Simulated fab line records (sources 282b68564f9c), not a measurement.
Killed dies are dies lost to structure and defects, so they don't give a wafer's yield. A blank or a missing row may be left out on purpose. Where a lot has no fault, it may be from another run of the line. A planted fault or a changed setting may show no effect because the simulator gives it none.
Which tool is to blame?    flow rit-cmos    Sampling: 14 lots, 42 wafers, 6 of 202 route steps

WHAT EACH GAUGE READ, for each wafer
RIT_FOX1_THK_MEAS_01.
lot   measured     on             FOX1_OXIDE_THK (nm)
L647  day 1 22:47  film-metro-02  355 344 358
L648  day 2 03:34  film-metro-02  363 360 358
L650  day 2 10:31  film-metro-03  352 358 360
L653  day 2 23:19  film-metro-02  356 359 353
L654  day 3 04:43  film-metro-02  345 348 346
L655  day 3 10:24  film-metro-02  344 344 346
L656  day 3 14:05  film-metro-01  364 359 361
L659  day 4 06:30  film-metro-01  345 346 344
L661  day 4 16:48  film-metro-01  346 348 344
L662  day 4 21:32  film-metro-03  349 352 352
L663  day 5 02:23  film-metro-02  356 353 352
L666  day 5 18:29  film-metro-03  350 354 351
L669  day 6 10:19  film-metro-03  348 347 345
L670  day 6 18:17  film-metro-02  348 349 348

RIT_NLDD_TW_MEAS_10.
lot   measured     on             NLDD_TW
L647  day 3 04:40  film-metro-03  2529 2500 2520
L648  day 3 05:08  film-metro-03  2525 2524 2521
L650  day 3 12:45  film-metro-04  2466 2460 2461
L653  day 4 02:27  film-metro-01  2482 2483 2482
L654  day 4 06:58  film-metro-01  2473 2488 2489
L655  day 4 11:22  film-metro-04  2472 2475 2474
L656  day 4 16:11  film-metro-01  2485 2473 2474
L659  day 5 08:16  film-metro-04  2451 2457 2460
L661  day 5 18:08  film-metro-04  2452 2463 2443
L662  day 6 01:02  film-metro-04  2245 2237 2243
L663  day 6 05:17  film-metro-03  2501 2517 2502
L666  day 7 04:20  film-metro-04  2235 2241 2244
L669  day 7 23:04  film-metro-04  2475 2482 2472
L670  day 8 02:02  film-metro-01  2467 2463 2474

RIT_SDANNEAL_RS_MEAS_07: measures by four-point-probe.
lot   measured     on             NLDD_RS (ohm/sq)
L647  day 3 12:40  film-metro-03  152.1 152.6 152.1
L648  day 3 15:01  film-metro-01  151.7 151.3 151.5
L650  day 3 21:26  film-metro-03  151.6 152.1 151.8
L653  day 4 11:08  film-metro-04  151.0 151.6 151.3
L654  day 4 15:53  film-metro-01  150.9 151.4 151.5
L655  day 4 20:56  film-metro-03  151.8 151.6 152.0
L656  day 5 00:28  film-metro-03  151.3 151.8 151.8
L659  day 5 16:19  film-metro-04  151.7 151.6 151.5
L661  day 6 01:59  film-metro-04  151.1 151.0 151.4
L662  day 6 08:46  film-metro-01  142.4 142.3 142.3
L663  day 6 13:07  film-metro-01  151.5 151.8 151.8
L666  day 7 12:28  film-metro-01  143.1 142.6 142.4
L669  day 8 08:02  film-metro-04  151.8 151.5 151.5
L670  day 8 09:54  film-metro-04  152.7 152.1 151.7

RIT_CONTACT_CD_MEAS_08 targets a cd of 1000 nm.
lot   measured     on         cd-nm (nm)
L647  day 3 14:29  cd-sem-01  1000.3 999.8 998.0
L648  day 3 16:44  cd-sem-02  1000.7 1002.4 1001.4
L650  day 3 23:08  cd-sem-01  1001.1 1001.6 998.1
L653  day 4 12:51  cd-sem-01  998.0 997.2 999.2
L654  day 4 17:45  cd-sem-02  999.0 998.5 1001.3
L655  day 4 22:47  cd-sem-01  1001.5 1001.3 1001.8
L656  day 5 02:13  cd-sem-01  1003.2 1001.8 1000.4
L659  day 5 18:02  cd-sem-01  994.2 994.2 996.0
L661  day 6 03:43  cd-sem-01  996.2 998.9 997.5
L662  day 6 10:29  cd-sem-01  999.6 1000.2 1001.5
L663  day 6 14:50  cd-sem-01  1001.2 1001.6 998.7
L666  day 7 14:34  cd-sem-01  999.6 1000.0 1000.8
L669  day 8 09:53  cd-sem-01  997.5 998.6 998.9
L670  day 8 11:37  cd-sem-02  1000.3 998.8 998.7

WHICH TOOL RAN EACH LOT (tool, then ch and the chambers of the sampled wafers, then the start)
lot   RIT_NLDD_IMPLANT_08             RIT_NLDD_STRIP_09
L647  implanter-02 ch 0, day 3 04:20  plasma-asher-03 ch 0,1, day 3 04:29
L648  implanter-01 ch 0, day 3 04:50  plasma-asher-02 ch 0,1, day 3 04:58
L650  implanter-04 ch 0, day 3 12:26  plasma-asher-04 ch 0,1, day 3 12:34
L653  implanter-01 ch 0, day 4 02:08  plasma-asher-03 ch 0,1, day 4 02:16
L654  implanter-02 ch 0, day 4 06:41  plasma-asher-02 ch 0,1, day 4 06:50
L655  implanter-01 ch 0, day 4 11:04  plasma-asher-03 ch 0,1, day 4 11:11
L656  implanter-04 ch 0, day 4 15:52  plasma-asher-02 ch 0,1, day 4 16:01
L659  implanter-04 ch 0, day 5 07:58  plasma-asher-04 ch 0,1, day 5 08:08
L661  implanter-01 ch 0, day 5 17:48  plasma-asher-02 ch 0,1, day 5 17:57
L662  implanter-04 ch 0, day 6 00:43  plasma-asher-02 ch 0,1, day 6 00:52
L663  implanter-01 ch 0, day 6 04:59  plasma-asher-03 ch 0, day 6 05:07
L666  implanter-04 ch 0, day 7 04:00  plasma-asher-02 ch 0,1, day 7 04:09
L669  implanter-02 ch 0, day 7 22:47  plasma-asher-03 ch 0,1, day 7 22:55
L670  implanter-01 ch 0, day 8 01:42  plasma-asher-02 ch 0,1, day 8 01:51
- RIT_NLDD_IMPLANT_08
- RIT_NLDD_STRIP_09: strips in O2, time 180 s.

WHAT THE TOOLS THEMSELVES READ (means of the sampled wafers that have a number; where no wafer has one, the mark that the record gives instead)
RIT_NLDD_IMPLANT_08.
lot   tool          end-station-pressure-torr (Torr)  tilt-deg (degrees)
L647  implanter-02  6.35e-06                          7.006
L648  implanter-01  6.03e-06                          7.000
L650  implanter-04  6.40e-06                          6.991
L653  implanter-01  6.16e-06                          7.000
L654  implanter-02  6.59e-06                          7.037
L655  implanter-01  6.11e-06                          6.988
L656  implanter-04  6.29e-06                          7.008
L659  implanter-04  6.33e-06                          7.010
L661  implanter-01  6.23e-06                          6.993
L662  implanter-04  6.14e-06                          0.012
L663  implanter-01  5.96e-06                          6.983
L666  implanter-04  6.55e-06                          -0.004
L669  implanter-02  6.04e-06                          7.005
L670  implanter-01  6.44e-06                          6.992

RIT_NLDD_STRIP_09.
lot   tool             drypump-motor-current-A (A)
L647  plasma-asher-03  5.96
L648  plasma-asher-02  5.60
L650  plasma-asher-04  6.19
L653  plasma-asher-03  5.97
L654  plasma-asher-02  5.56
L655  plasma-asher-03  5.97
L656  plasma-asher-02  5.53
L659  plasma-asher-04  6.21
L661  plasma-asher-02  5.55
L662  plasma-asher-02  5.58
L663  plasma-asher-03  6.02
L666  plasma-asher-02  5.55
L669  plasma-asher-03  5.98
L670  plasma-asher-02  5.59

THE ANSWER, worked out from the rows above alone
Rule: what is usual is taken from the lots themselves. The widest of any qualifying gaps counts: lots, ordered by their means at a reading, are off when they make up no more than a third of the lots, leave a main group of 4 or more, and stand apart from it by 3 or more times the standard deviation of that group's means. A main group is skipped when, at the precision printed for the reading in the tables above, its means are all equal. A lot without any number at a reading at which 4 lots or more have one is off too. All remaining lots with rows at the step are treated as sound. First the gauges in route order, then the tools' own readings, where a lot's mean is used as printed above. The first step at which some lot is off is used, and at that step the reading that is off furthest; a lot without a number counts as furthest.
Off: L662, L666, seen at RIT_NLDD_TW_MEAS_10 (NLDD_TW). Mean 2482 and standard deviation 22 in the main group.
If a tool, at a process step before that reading, ran all the lots that are off and no sound lot after the first of them, it fits. Not tried: the gauges at RIT_NLDD_TW_MEAS_10; whatever is off there is also off at RIT_SDANNEAL_RS_MEAS_07, on other tools, and gauge error can't account for it. One fits: implanter-04 at RIT_NLDD_IMPLANT_08. A fault onset in the window from L659 (day 5 07:58, its last sound lot) to L662 (day 6 00:43, its first lot off) fits.
The tool's own readings at RIT_NLDD_IMPLANT_08 bear it out: on the lots that are off they differ by more than 5 times the standard deviation of the sound lots' means. tilt-deg reads 0.004 degrees there against 7.001 degrees on the sound lots.

WHAT HAD BEEN PUT IN BY THE SIMULATOR
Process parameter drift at RIT_NLDD_IMPLANT_08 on implanter-04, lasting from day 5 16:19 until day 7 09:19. From 7, the setting tilt-deg moved by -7. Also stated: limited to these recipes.
Shown lots that were struck: L662, L666. The rule above reached the same finding.
